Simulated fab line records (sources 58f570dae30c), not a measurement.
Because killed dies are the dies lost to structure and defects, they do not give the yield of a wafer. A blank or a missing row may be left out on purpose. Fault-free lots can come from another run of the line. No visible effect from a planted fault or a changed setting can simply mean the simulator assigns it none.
Which tool was responsible?    flow berkeley_cmos170    18 wafers from 6 lots sampled at 2 of the route's 331 steps

WHAT THE GAUGES SHOWED, per wafer
UCB170_GATE_OVL_MEAS_13.
lot   measured      on          GATE_OVL (nm)
L443  day 8 02:13   overlay-02  3 0 5
L445  day 8 02:26   overlay-01  -6 -10 -14
L448  day 8 17:04   overlay-02  -6 0 -11
L455  day 10 03:19  overlay-02  0 -9 0
L458  day 11 03:49  overlay-02  4 6 6
L464  day 12 13:35  overlay-01  -20 -10 -4

WHAT TOOL EACH LOT RAN ON (gives the tool, then ch and the chambers of the sampled wafers, and finally the start)
lot   UCB170_NWELL_EXPOSE_09
L443  krf_scanner-01 ch 0, day 2 20:56
L445  krf_scanner-02 ch 0, day 3 04:11
L448  krf_scanner-02 ch 0, day 3 11:51
L455  krf_scanner-01 ch 0, day 5 00:35
L458  krf_scanner-01 ch 0, day 5 19:03
L464  krf_scanner-01 ch 0, day 7 07:32
- UCB170_NWELL_EXPOSE_09: exposes mask NWELL, target cd 3000 nm.

THE ANSWER, worked out from the rows above alone
Rule: the usual values come from the lots themselves. Put in order of their means at a reading, lots are off if they are a third of the lots or fewer, leave a main group of 4 or more, and stand apart from it by a gap of 3 or more times the standard deviation of the main group's means; of several such gaps the widest counts. A main group whose means are all the same, to the digits that the tables above print for the reading, isn't used. A lot without any number at a reading at which 4 lots or more have one is off too. Where the step has rows for the other lots, those lots are counted as sound.
No lot is off at any reading shown: from this, nothing can be told.

WHAT THE SIMULATOR HAD INSERTED
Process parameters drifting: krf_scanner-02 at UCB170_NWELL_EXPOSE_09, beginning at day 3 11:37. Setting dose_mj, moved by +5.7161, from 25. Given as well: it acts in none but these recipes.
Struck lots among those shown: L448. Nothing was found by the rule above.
